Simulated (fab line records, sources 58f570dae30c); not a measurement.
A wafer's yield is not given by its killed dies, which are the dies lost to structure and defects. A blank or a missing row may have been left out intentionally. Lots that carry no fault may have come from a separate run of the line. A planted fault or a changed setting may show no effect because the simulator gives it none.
Shared-tool check ; flow berkeley-cmos170 ; Sample size 14 lots and 42 wafers

## WHAT PROMPTED THE OPENING
On 2 of the 14 lots, a flag is raised at UCB170_V2_CD_MEAS_12 on the reading cd-nm. Fault-free wafers read 699.9 nm, with a standard deviation of 1.5.
Rule: a lot gets a flag if all its wafers with a number sit over 4 standard deviations from that mean, or if no wafer of it has a number. All remaining lots are regarded as sound.

lot;measured;on;cd-nm (nm), wafer by wafer;flag
L518;day 7 11:37;cd-sem-01;700.4 699.5 699.3;
L520;day 8 13:05;cd-sem-01;700.8 700.5 702.4;
L519;day 8 13:40;cd-sem-01;700.8 701.3 700.9;
L521;day 8 17:29;cd-sem-02;700.0 700.3 701.5;
L524;day 9 04:19;cd-sem-02;701.4 701.5 700.6;
L523;day 9 04:38;cd-sem-02;696.1 695.9 697.1;
L527;day 9 11:53;cd-sem-01;698.6 698.1 699.5;
L526;day 9 12:29;cd-sem-02;700.3 700.6 701.1;
L530;day 10 22:22;cd-sem-01;699.3 698.7 699.1;
L532;day 11 12:28;cd-sem-01;700.9 701.2 700.2;
L538;day 11 22:19;cd-sem-01;690.5 689.5 690.5;FLAGGED
L541;day 12 17:23;cd-sem-02;702.9 703.9 703.1;
L539;day 12 18:04;cd-sem-02;689.2 689.7 687.9;FLAGGED
L540;day 12 18:12;cd-sem-01;701.0 701.4 702.5;
On average the flagged lots' numbers are 689.5 nm, which is -10.4 nm against the usual, or -7 standard deviations.

## EACH LOT AND THE TOOL IT RAN ON
Before the reading, the record contains 2 process steps out of a 331-step route. In each cell: the tool, then ch and the chambers that the sampled wafers went through, then the start.
lot;flag;UCB170_M2_ETCH_17;UCB170_V2_SOFTBAKE_08
L518;;rie-diel-03 ch 0,3, day 7 09:13;litho-track-03 ch 0, day 7 11:03
L520;;rie-diel-03 ch 0,1,3, day 8 09:47;litho-track-04 ch 0, day 8 11:38
L519;;rie-diel-02 ch 0,1,3, day 8 10:02;litho-track-01 ch 0, day 8 12:47
L521;;rie-diel-01 ch 0,1,3, day 8 15:08;litho-track-04 ch 0, day 8 16:57
L524;;rie-diel-03 ch 0,1,2, day 8 23:45;litho-track-01 ch 0, day 9 02:56
L523;;rie-diel-02 ch 0,1,3, day 9 00:04;litho-track-03 ch 0, day 9 03:13
L527;;rie-diel-03 ch 0,1,3, day 9 09:35;litho-track-03 ch 0, day 9 11:13
L526;;rie-diel-03 ch 0,1,3, day 9 09:42;litho-track-04 ch 0, day 9 11:49
L530;;rie-diel-02 ch 0,2,3, day 10 19:44;litho-track-04 ch 0, day 10 21:30
L532;;rie-diel-02 ch 0,1,2, day 11 10:11;litho-track-03 ch 0, day 11 11:48
L538;FLAGGED;rie-diel-03 ch 0,3, day 11 19:24;litho-track-03 ch 0, day 11 21:31
L541;;rie-diel-02 ch 1,2, day 12 15:11;litho-track-01 ch 0, day 12 16:51
L539;FLAGGED;rie-diel-03 ch 0,1,3, day 12 15:28;litho-track-03 ch 0, day 12 17:17
L540;;rie-diel-01 ch 0,1,2, day 12 15:47;litho-track-04 ch 0, day 12 17:30
These steps, and what they do:
- UCB170_M2_ETCH_17: etches BARC in N2/H2.
- UCB170_V2_SOFTBAKE_08: time 60 s.
- UCB170_V2_CD_MEAS_12: target cd 700 nm.

## FLAGGED OVER TOTAL, TOOL BY TOOL (the gauges that took the reading come last)
step;tool;lots run;flagged;share of the flagged lots;sound lots run after its first flagged lot
UCB170_M2_ETCH_17;rie-diel-01;2;0;none;-
UCB170_M2_ETCH_17;rie-diel-02;5;0;none;-
UCB170_M2_ETCH_17;rie-diel-03;7;2;all;0
UCB170_V2_SOFTBAKE_08;litho-track-01;3;0;none;-
UCB170_V2_SOFTBAKE_08;litho-track-03;6;2;all;0
UCB170_V2_SOFTBAKE_08;litho-track-04;5;0;none;-
UCB170_V2_CD_MEAS_12;cd-sem-01;8;1;some;1 (L540)
UCB170_V2_CD_MEAS_12;cd-sem-02;6;1;some;0

## WHAT THE TABLE PERMITS
In 2 table rows, all flagged lots were run: rie-diel-03 (UCB170_M2_ETCH_17), litho-track-03 (UCB170_V2_SOFTBAKE_08).
- rie-diel-03 at UCB170_M2_ETCH_17 ran 7 lots, 2 of them flagged. It ran its last sound lot, L526, at day 9 09:42 and its first flagged lot, L538, at day 11 19:24: a fault with its onset between the two fits.
- litho-track-03 at UCB170_V2_SOFTBAKE_08 ran 6 lots, 2 of them flagged. It ran its last sound lot, L532, at day 11 11:48 and its first flagged lot, L538, at day 11 21:31: a fault with its onset between the two fits. Its own readings (heater-power-total-W, plate-temp-C) fall more than 4 standard deviations out on all wafers of the flagged lots.
A lot count leaves these 2 tools indistinguishable: every one of them fits a fault beginning at some hour. More lots, or a look at what each step does to the wafer, might.

## WHAT THE SIMULATOR HAD PUT IN
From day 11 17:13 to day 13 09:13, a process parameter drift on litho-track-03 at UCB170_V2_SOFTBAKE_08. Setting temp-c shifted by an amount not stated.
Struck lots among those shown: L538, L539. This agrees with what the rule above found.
